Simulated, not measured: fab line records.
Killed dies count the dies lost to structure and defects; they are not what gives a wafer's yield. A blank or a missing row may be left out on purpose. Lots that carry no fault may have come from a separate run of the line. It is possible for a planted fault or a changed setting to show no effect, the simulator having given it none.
A struck lot beside a sound one | flow rit-cmos | 15 steps out of a route of 202
Sound: these wafers, L693.2, L693.5, L693.6. The struck wafers were L685.1, L685.3, L685.4. At the end, the cause is stated.
For every step that has rows: the tool of each side, followed by ch and its chambers, followed by its first start. Under that, the readings that differ: sound wafers | struck wafers | difference of the means | sigmas: that difference in standard deviations of wafers without a fault.
alike: readings whose means differ by less than 2 such deviations, and words and numbers that are the same on both sides. not compared: withheld readings, readings that some wafer has no value for, bounds like >300 that may hide the same value, and numbers for which the record gives no deviation and whose values overlap.
Wherever a step has rows on one side only, a row that says differs or no value, or a row with sigmas, the two part there. Numbers that don't overlap but have no deviation are shown without sigmas and don't part them. A reading that every wafer of one side lacks parts them only if that side has two wafers or more.

first, 1 step without rows for these wafers: RIT_PRETRO_DEVELOP_05 (develop time 68 s).
RIT_PRETRO_OVL_MEAS_06:
  sound on overlay-01 at day 5 05:26; struck on overlay-02 at day 3 13:52
  alike: PRETRO_OVL
then, 2 steps without rows for these wafers: RIT_PRETRO_HARDBAKE_07 (time 120 s); RIT_PRETRO_IMPLANT_08.
RIT_PRETRO_STRIP_09: strips in O2, time 180 s.
  sound on plasma-asher-02 ch 0,1, day 5 05:52; struck on plasma-asher-03 ch 0,1, day 3 14:18
  alike: drypump-motor-current-A, rf-refl-power-W
  not compared: rf-hours-counter-h
RIT_PRETRO_TW_MEAS_10:
  sound on film-metro-02 at day 5 06:02; struck on film-metro-02 at day 3 14:29
  alike: PRETRO_TW
then, 5 steps without rows for these wafers: RIT_GATE_WET_ETCH_00 (etches SiO2 in BOE, target depth 56 nm, time 60 s); RIT_GATE_CLEAN_01 (cleans in SC1, time 600 s); RIT_GATE_CLEAN_02 (cleans in dHF, time 30 s); RIT_GATE_CLEAN_03 (cleans in SC2, time 600 s); RIT_GATE_CLEAN_04 (cleans in dHF, time 60 s).
RIT_FOX2_THK_MEAS_91:
  sound on film-metro-04 at day 5 06:31; struck on film-metro-03 at day 3 14:57
  alike: FIELD_OXIDE_LEFT_2_THK
-- the record jumps here: 5 days lie between the struck wafers' starts before and after (it left off in module FOX2 and takes up again in module GATE, whose first step shown is number 75 of the route) --
RIT_GATE_OXIDATION_05: target thk 3 nm, ox time 270 s.
  sound on furnace-03 ch 0, day 5 06:34; struck on furnace-03 ch 0, day 8 15:01
  alike: spike-tc-centre-C, zone-power-source-pct
then, 1 step without rows for these wafers: RIT_GATE_ANNEAL_06 (time 600 s).
RIT_M1_PROBE_99:
  sound on prober-02 at day 6 07:01; struck on prober-02 at day 9 16:21
  reading                             | sound             | struck            | difference | sigmas
  model.etest.nmos_0p15.gate-bv-v (V) | 4.753 4.87 4.817  | 4.362 4.383 4.3   | -0.465     |
  model.etest.pmos_0p15.gate-bv-v (V) | 4.629 4.765 4.695 | 4.263 4.258 4.204 | -0.455     |
  model.etest.pmos_0p15.bv-v (V)      | 5.633 5.746 5.658 | 5.326 5.334 5.263 | -0.371     |
  model.etest.pmos_0p3.bv-v (V)       | 5.633 5.745 5.658 | 5.326 5.334 5.263 | -0.371     |
  model.etest.nmos_0p15.bv-v (V)      | 5.5 5.538 5.499   | 5.256 5.268 5.223 | -0.263     |
  model.etest.nmos_0p3.bv-v (V)       | 5.5 5.538 5.499   | 5.256 5.268 5.223 | -0.263     |
  alike: killed_at_M0_to_M3, killed-at-contacts, killed-at-front-end, killed-dies, killed-open, killed-short

## WHERE THEY PART
Nowhere in this record.

WHY: whatever the simulator had introduced
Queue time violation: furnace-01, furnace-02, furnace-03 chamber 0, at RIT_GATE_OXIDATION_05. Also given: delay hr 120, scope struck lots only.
